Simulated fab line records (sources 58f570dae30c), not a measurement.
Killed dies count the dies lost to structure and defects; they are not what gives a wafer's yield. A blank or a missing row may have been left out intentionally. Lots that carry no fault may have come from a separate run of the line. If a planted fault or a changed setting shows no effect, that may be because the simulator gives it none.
A struck lot beside a sound one	flow berkeley cmos170	43 out of 331 route steps
Sound: these wafers, L254.2, L254.5, L254.6. Wafers struck: L261.3, L261.4, L261.5. The cause comes at the end.
Each step with rows lists, per side, the tool, then ch with its chambers, then its first start. Under that, the readings that differ: sound wafers	struck wafers	difference of the means	sigmas: that difference in standard deviations of wafers without a fault.
alike: same words and numbers on both sides, and readings whose means sit less than 2 such deviations apart. not compared: any withheld reading, any reading some wafer has no value for, any bound like >300 that may hide the same value, and any number with overlapping values for which the record gives no deviation.
The two part at a step that has a row with sigmas, a row that says differs or no value, or rows on one side only. Numbers that don't overlap but have no deviation are shown without sigmas and don't part them. A reading missing from all wafers of one side parts the sides only when that side holds two or more wafers.

first, 2 steps without rows for these wafers: UCB170_GATE_ANNEAL_03 (time 1800 s); UCB170_GATE_CVD_04 (deposits poly-Si from SiH4, time 1440 s, target thk 214 nm).
UCB170_GATE_THK_MEAS_05:
  sound on film metro-04, day 8 12:14; struck on film metro-01, day 10 12:23
  alike: GATE_POLY_THK
then, 6 steps without rows for these wafers: UCB170_GATE_COAT_06; UCB170_GATE_COAT_07 (resist thk 900 nm); UCB170_GATE_SOFTBAKE_08 (time 60 s); UCB170_GATE_EXPOSE_09 (exposes mask POLY, target cd 350 nm); UCB170_GATE_PEB_10; UCB170_GATE_DEVELOP_11 (develop time 45 s).
UCB170_GATE_CD_MEAS_12: the cd target is 350 nm.
  sound on cd sem-02, day 8 13:24; struck on cd sem-02, day 10 13:32
  alike: cd nm
UCB170_GATE_OVL_MEAS_13:
  sound on overlay-02, day 8 13:31; struck on overlay-02, day 10 13:37
  alike: GATE_OVL
UCB170_GATE_ETCH_14: etches BARC in N2/H2.
  sound on rie diel-04 ch 1,2,3, day 8 13:32; struck on rie diel-04 ch 1,3, day 10 13:38
  alike: chamber pressure mTorr, drypump motor current A, n2 flow sccm, oes product au, throttle valve pct
UCB170_GATE_ETCH_15: etches poly-Si in HBr/Cl2, stops on SiO2, time 56.3 s, target depth 278.2 nm.
  sound on rie si-02 ch 0,1,3, day 8 13:35; struck on rie si-02 ch 0,1,3, day 10 13:41
  alike: HBr_flow_sccm, chamber pressure mTorr, drypump motor current A, oes product au, throttle valve pct
  not compared: rf hours counter h
UCB170_GATE_STRIP_16: strips in O2.
  sound on plasma asher-02 ch 0,1, day 8 13:38; struck on plasma asher-02 ch 0,1, day 10 13:46
  alike: chamber pressure mTorr, drypump motor current A, oes product au
  not compared: rf hours counter h
UCB170_GATE_CD_MEAS_90: the cd target is 350 nm.
  sound on cd sem-02, day 8 13:53; struck on cd sem-02, day 10 13:52
  alike: cd nm
then, 7 steps without rows for these wafers: UCB170_GATE_CLEAN_17 (cleans in SPM, time 600 s); UCB170_PLDD_HMDS_00 (prime time 60 s); UCB170_PLDD_COAT_01 (resist thk 900 nm); UCB170_PLDD_SOFTBAKE_02 (time 60 s); UCB170_PLDD_EXPOSE_03 (exposes mask PSELECT, target cd 1200 nm); UCB170_PLDD_PEB_04; UCB170_PLDD_DEVELOP_05 (develop time 45 s).
UCB170_PLDD_CD_MEAS_06: the cd target is 1200 nm.
  sound on cd sem-02, day 8 15:16; struck on cd sem-02, day 10 15:08
  alike: cd nm
UCB170_PLDD_OVL_MEAS_07:
  sound on overlay-02, day 8 15:23; struck on overlay-01, day 10 15:14
  alike: PLDD_OVL
then, 2 steps without rows for these wafers: UCB170_PLDD_IMPLANT_08; UCB170_PLDD_IMPLANT_09.
UCB170_PLDD_STRIP_10: strips in O2.
  sound on plasma asher-04 ch 0,1, day 8 15:43; struck on plasma asher-01 ch 0,1, day 10 15:35
  alike: chamber pressure mTorr, drypump motor current A, oes product au, strip time to endpoint s
  not compared: rf hours counter h
UCB170_PLDD_TW_MEAS_11:
  sound on film metro-04, day 8 15:49; struck on film metro-04, day 10 15:40
  alike: PLDD_TW
then, 7 steps without rows for these wafers: UCB170_PLDD_CLEAN_12 (cleans in SPM, time 600 s); UCB170_NLDD_HMDS_00 (prime time 60 s); UCB170_NLDD_COAT_01 (resist thk 900 nm); UCB170_NLDD_SOFTBAKE_02 (time 60 s); UCB170_NLDD_EXPOSE_03 (exposes mask NSELECT, target cd 1200 nm); UCB170_NLDD_PEB_04; UCB170_NLDD_DEVELOP_05 (develop time 45 s).
UCB170_NLDD_CD_MEAS_06: the cd target is 1200 nm.
  sound on cd sem-02, day 8 18:56; struck on cd sem-01, day 10 18:17
  alike: cd nm
UCB170_NLDD_OVL_MEAS_07:
  sound on overlay-02, day 8 19:02; struck on overlay-01, day 10 18:22
  alike: NLDD_OVL
then, 2 steps without rows for these wafers: UCB170_NLDD_IMPLANT_08; UCB170_NLDD_IMPLANT_09.
UCB170_NLDD_STRIP_10: strips in O2.
  sound on plasma asher-02 ch 0,1, day 8 19:22; struck on plasma asher-03 ch 0,1, day 10 18:43
reading	sound	struck	difference	sigmas
strip time to endpoint s (s)	21.65 21.63 21.60	21.45 21.47 21.41	-0.18	-3
  alike: chamber pressure mTorr, drypump motor current A, oes product au
  not compared: rf hours counter h
UCB170_NLDD_TW_MEAS_11:
  sound on film metro-03, day 8 19:29; struck on film metro-04, day 10 18:49
  alike: NLDD_TW
then, 1 step without rows for these wafers: UCB170_NLDD_CLEAN_12 (cleans in SPM, time 600 s).
UCB170_M3_PROBE_99:
  only the struck wafers here have rows in the record (prober-01, day 12 08:35); the sound ones have none

WHERE THEY PART
Last at UCB170_M3_PROBE_99 as far as this record goes, first at UCB170_NLDD_STRIP_10.

WHY: what had been put in by the simulator
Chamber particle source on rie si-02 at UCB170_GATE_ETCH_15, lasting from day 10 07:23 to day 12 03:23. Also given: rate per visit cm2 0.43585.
